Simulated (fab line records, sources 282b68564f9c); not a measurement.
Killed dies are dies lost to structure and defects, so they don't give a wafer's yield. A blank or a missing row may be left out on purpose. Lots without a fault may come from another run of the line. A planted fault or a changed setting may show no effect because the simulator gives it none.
A struck lot beside a sound one | flow rit_cmos | 43 steps out of a route of 202
Sound: wafers L264.1, L264.4, L264.6. Struck: wafers L263.2, L263.4, L263.6. The cause comes at the end.
At each step with rows: each side's tool, then ch and its chambers, then its first start. Under that, the readings that differ: sound wafers | struck wafers | difference of the means | sigmas: that difference in standard deviations of wafers without a fault.
alike: readings whose means differ by less than 2 such deviations, and words and numbers that are the same on both sides. not compared: withheld readings, readings that some wafer has no value for, bounds like >300 that may hide the same value, and numbers for which the record gives no deviation and whose values overlap.
The two part at a step that has a row with sigmas, a row that says differs or no value, or rows on one side only. Numbers that don't overlap but have no deviation are shown without sigmas and don't part them. A reading that every wafer of one side lacks parts them only if that side has two wafers or more.

first, 6 steps without rows for these wafers: RIT_GATE_HMDS_10 (prime time 60 s); RIT_GATE_COAT_11 (resist thk 850 nm); RIT_GATE_SOFTBAKE_12 (time 60 s); RIT_GATE_EXPOSE_13 (exposes mask M6, target cd 150 nm); RIT_GATE_PEB_14; RIT_GATE_DEVELOP_15 (develop time 50 s).
RIT_GATE_CD_MEAS_16: target cd 150 nm.
  sound on cd_sem-02, day 5 14:14; struck on cd_sem-02, day 5 10:29
  alike: cd_nm
RIT_GATE_OVL_MEAS_17:
  sound on overlay-02, day 5 14:22; struck on overlay-01, day 5 10:35
  alike: GATE_OVL
then, 1 step without rows for these wafers: RIT_GATE_HARDBAKE_18 (time 60 s).
RIT_GATE_ETCH_19: etches poly-Si in SF6/CHF3/O2, stops on SiO2, time 165 s, target depth 312.5 nm.
  sound on rie_si-02 ch 1,2, day 5 14:33; struck on rie_si-01 ch 1,2, day 5 10:46
  alike: drypump_motor_current_A, oes_product_au, throttle_valve_pct
  not compared: rf_hours_counter_h
RIT_GATE_STRIP_20: strips in O2, time 180 s.
  sound on plasma_asher-04 ch 0,1, day 5 14:40; struck on plasma_asher-04 ch 0,1, day 5 10:53
  alike: drypump_motor_current_A, o2_flow_sccm
  not compared: rf_hours_counter_h
RIT_GATE_CD_MEAS_90: target cd 150 nm.
  sound on cd_sem-02, day 5 14:50; struck on cd_sem-02, day 5 11:04
  alike: cd_nm
RIT_REOX_CLEAN_00: cleans in SC1, time 600 s.
  sound on wet_bench-02 ch 1, day 5 14:57; struck on wet_bench-03 ch 0, day 5 11:10
then, 3 steps without rows for these wafers: RIT_REOX_CLEAN_01 (cleans in dHF, time 30 s); RIT_REOX_CLEAN_02 (cleans in SC2, time 600 s); RIT_REOX_OXIDATION_03 (target thk 25.2 nm, ox time 5580 s).
RIT_REOX_THK_MEAS_04:
  sound on film_metro-04, day 5 19:38; struck on film_metro-03, day 5 15:10
  alike: REOX_OXIDE_THK
then, 6 steps without rows for these wafers: RIT_NLDD_HMDS_00 (prime time 60 s); RIT_NLDD_COAT_01 (resist thk 1000 nm); RIT_NLDD_SOFTBAKE_02 (time 60 s); RIT_NLDD_EXPOSE_03 (exposes mask M7, target cd 40700 nm); RIT_NLDD_PEB_04; RIT_NLDD_DEVELOP_05 (develop time 50 s).
RIT_NLDD_OVL_MEAS_06:
  sound on overlay-02, day 5 20:33; struck on overlay-01, day 5 16:11
  reading       | sound        | struck         | difference | sigmas
  NLDD_OVL (nm) | 0.6 -1.5 1.7 | -2.5 -2.9 -2.9 | -3.0       | -2
then, 2 steps without rows for these wafers: RIT_NLDD_HARDBAKE_07 (time 60 s); RIT_NLDD_IMPLANT_08.
RIT_NLDD_STRIP_09: strips in O2, time 180 s.
  sound on plasma_asher-02 ch 0,1, day 5 20:53; struck on plasma_asher-04 ch 0,1, day 5 16:31
  alike: drypump_motor_current_A, o2_flow_sccm
  not compared: rf_hours_counter_h
RIT_NLDD_TW_MEAS_10:
  sound on film_metro-03, day 5 21:04; struck on film_metro-01, day 5 16:43
  alike: NLDD_TW
then, 6 steps without rows for these wafers: RIT_PLDD_HMDS_00 (prime time 60 s); RIT_PLDD_COAT_01 (resist thk 1000 nm); RIT_PLDD_SOFTBAKE_02 (time 60 s); RIT_PLDD_EXPOSE_03 (exposes mask M8, target cd 40900 nm); RIT_PLDD_PEB_04; RIT_PLDD_DEVELOP_05 (develop time 50 s).
RIT_PLDD_OVL_MEAS_06:
  sound on overlay-01, day 5 22:11; struck on overlay-01, day 5 17:37
  alike: PLDD_OVL
then, 2 steps without rows for these wafers: RIT_PLDD_HARDBAKE_07 (time 60 s); RIT_PLDD_IMPLANT_08.
RIT_PLDD_STRIP_09: strips in O2, time 180 s.
  sound on plasma_asher-01 ch 0,1, day 5 22:31; struck on plasma_asher-01 ch 1, day 5 17:57
  alike: drypump_motor_current_A, o2_flow_sccm
  not compared: rf_hours_counter_h
RIT_PLDD_TW_MEAS_10:
  sound on film_metro-03, day 5 22:41; struck on film_metro-03, day 5 18:08
  alike: PLDD_TW
then, 3 steps without rows for these wafers: RIT_SPACER_CLEAN_00 (cleans in SC1, time 600 s); RIT_SPACER_CLEAN_01 (cleans in dHF, time 30 s); RIT_SPACER_CLEAN_02 (cleans in SC2, time 600 s).
RIT_M1_PROBE_99:
  sound on prober-02, day 6 11:58; struck on prober-01, day 6 08:02
  reading             | sound  | struck   | difference | sigmas
  killed_at_front_end | 9 9 10 | 41 42 40 | +32        | +11
  killed_dies         | 9 9 10 | 41 42 40 | +32        | +11
  alike: killed_open, killed_short

WHERE THEY PART
First at RIT_NLDD_OVL_MEAS_06; last, within this record, at RIT_M1_PROBE_99.

WHY: what the simulator had put in
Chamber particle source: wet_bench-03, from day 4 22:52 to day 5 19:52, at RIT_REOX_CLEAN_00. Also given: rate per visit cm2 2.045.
